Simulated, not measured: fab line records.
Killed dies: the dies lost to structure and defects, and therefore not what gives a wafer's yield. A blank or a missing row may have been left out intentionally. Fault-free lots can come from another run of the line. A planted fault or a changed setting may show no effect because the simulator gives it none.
Split-lot trial ; flow berkeleyCmos170 ; route with 331 steps; 5 lots, 23 wafers read

SPLIT DETAILS
At UCB170_CONTACT_ETCH_18 (etches PSG in CHF3/CF4/Ar, stops on TiSi2, target depth 840 nm, time 195 s), the setting timeS was moved away from the recipe's 195 s on 7 of the 23 wafers read, by -10.5% to -4.6%. The other wafers ran this setting at the recipe's value.

The reading is taken at the split's own step.

THE READING
oesProductAu, in a.u., at UCB170_CONTACT_ETCH_18 (etches PSG in CHF3/CF4/Ar, stops on TiSi2, target depth 840 nm, time 195 s). A value of 0.890 a.u. with a standard deviation of 0.0099 a.u. is what fault-free wafers of this fab line usually give.

wafer;tool, chamber at the split;timeS as run, s;against the recipe;oesProductAu, a.u.;against lot-mates on the recipe
L075.1;rieDiel-04, 0;186;-4.6%;0.916;+0.031
L075.2;rieDiel-04, 3;195;recipe;0.886;-
L075.3;rieDiel-04, 1;186;-4.6%;0.926;+0.041
L075.4;rieDiel-04, 2;195;recipe;0.885;-
L075.6;rieDiel-04, 3;186;-4.6%;0.913;+0.028
L074.1;rieDiel-03, 2;195;recipe;0.875;-
L074.2;rieDiel-03, 0;195;recipe;0.880;-
L074.3;rieDiel-03, 1;195;recipe;0.886;-
L074.4;rieDiel-03, 3;195;recipe;0.883;-
L074.6;rieDiel-03, 2;195;recipe;0.877;-
L077.1;rieDiel-03, 3;174.5;-10.5%;0.948;+0.065
L077.2;rieDiel-03, 2;174.5;-10.5%;0.941;+0.058
L077.3;rieDiel-03, 1;195;recipe;0.893;-
L077.5;rieDiel-03, 0;195;recipe;0.873;-
L077.6;rieDiel-03, 1;195;recipe;0.883;-
L083.2;rieDiel-03, 3;195;recipe;0.907;-
L083.4;rieDiel-03, 2;195;recipe;0.897;-
L083.6;rieDiel-03, 3;195;recipe;0.899;-
L082.1;rieDiel-02, 3;195;recipe;0.874;-
L082.2;rieDiel-02, 0;195;recipe;0.891;-
L082.3;rieDiel-02, 1;195;recipe;0.890;-
L082.4;rieDiel-02, 2;183.9;-5.7%;0.904;+0.019
L082.6;rieDiel-02, 0;183.9;-5.7%;0.920;+0.035

FIT RESULTS
A straight line over all 23 wafers: oesProductAu changes by -0.00558 a.u. for each +1% of timeS; r = -0.90; the points scatter about the line by 0.0093 a.u.
The same after taking each lot's own level away (the mean of its wafers on the recipe; 23 wafers): -0.00585 a.u. for each +1%; r = -0.95; scatter 0.0067 a.u.
The reading moves by 0.061 a.u. for the largest change in timeS, on that fit.
Across the lots, their own levels run from 0.8802 to 0.9010 a.u., a range of 2.1 times the standard deviation given above.
So the lot-to-lot level changes the slope little: the two slopes agree.
Check: for one of the wafers moved furthest among these (-10.5%), held out of the fit, the line's prediction against its lot-mates is +0.0601 a.u. Against them it came out at +0.065 a.u.
Tool readings at the split's step, against how far the setting was moved: oesProductAu r = -0.90.

THESE WAFERS: OTHER SPLITS
Other splits were also applied to these wafers ahead of the reading. Each is held against what the fit with the lots' levels taken away leaves over:
other split on the same wafers;wafers away from the commonest value;r with oesProductAu (lot level and that fit taken away)
UCB170_START_OXIDATION_02 tempC;10;+0.03
UCB170_GATE_PEB_10 pebTempC;9;+0.18
UCB170_PLDD_PEB_04 pebTempC;7;-0.17
UCB170_NSD_COAT_01 resistThkNm;8;-0.09
UCB170_NSD_SOFTBAKE_02 timeS;7;+0.45
UCB170_SILICIDE_SPUTTER_01 chamberPressurePa;15;-0.27

THE WHOLE CHAIN: every reading that the file lists as answering this split, in the file's order
step;what it does;reading;change (the file's fit);r (the file's)
UCB170_CONTACT_ETCH_18;etches PSG in CHF3/CF4/Ar, stops on TiSi2, target depth 840 nm, time 195 s;oesProductAu;-0.00576 a.u. for each +1% of the setting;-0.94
UCB170_CONTACT_ETCH_18;etches PSG in CHF3/CF4/Ar, stops on TiSi2, target depth 840 nm, time 195 s;KrF_of_CONTACT_COAT_10.thkNm (the simulator's own value, which no gauge read);-1.71 nm for each +1% of the setting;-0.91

THE FILE'S OWN FIT
oesProductAu changes by -0.00576 a.u. for each +1% of timeS, r = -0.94.
